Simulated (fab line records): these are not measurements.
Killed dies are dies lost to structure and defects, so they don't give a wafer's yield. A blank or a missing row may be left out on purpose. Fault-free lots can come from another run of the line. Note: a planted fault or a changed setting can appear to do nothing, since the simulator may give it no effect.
Chamber matching / flow berkeley_cmos170 / UCB170_SPACER_CVD_00 on pecvd-04 has 3 sister chambers
The step deposits SiO2 from TEOS/O2, target thk 376 nm, time 47 s. 3 wafers are shown with their chamber, then 7 later ones without.

== WAFERS WITH THEIR CHAMBER ==
wafer=L080.4; chamber=1; heater_power_w (W)=380
wafer=L081.3; chamber=2; heater_power_w (W)=361
wafer=L081.5; chamber=0; heater_power_w (W)=288

== WAFERS MISSING THEIR CHAMBER ==
wafer=L081.6; heater_power_w (W)=361
wafer=L084.3; heater_power_w (W)=283
wafer=L084.4; heater_power_w (W)=328
wafer=L084.6; heater_power_w (W)=282
wafer=L097.1; heater_power_w (W)=305
wafer=L097.2; heater_power_w (W)=247
wafer=L097.6; heater_power_w (W)=318

== EACH ONE'S CHAMBER ==
wafer=L081.6; from the rows above=can't be placed: 2 or 1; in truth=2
wafer=L084.3; from the rows above=0; in truth=0
wafer=L084.4; from the rows above=can't be placed: 2 or 0 or 1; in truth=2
wafer=L084.6; from the rows above=0; in truth=0
wafer=L097.1; from the rows above=can't be placed: 0 or 2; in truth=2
wafer=L097.2; from the rows above=0; in truth=0
wafer=L097.6; from the rows above=can't be placed: 0 or 2 or 1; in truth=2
Correctly placed: 3 of 7. Unplaceable from these rows: 4, with the true chamber sitting among the candidates in 4. Wrongly placed: 0.
How it was worked out, from the rows above alone: a wafer's distance from a chamber is the root of the sum, over the readings, of the square of ((its reading less the chamber's mean) divided by the reading's scatter). The wafer belongs to the nearest chamber; if the next one is less than 2 further off, it can't be placed. The mean given for a chamber averages the wafers shown for that chamber. The scatter (one wafer shown for each chamber): square how far every hidden wafer sits from the nearest shown wafer, average those squares and take the square root.
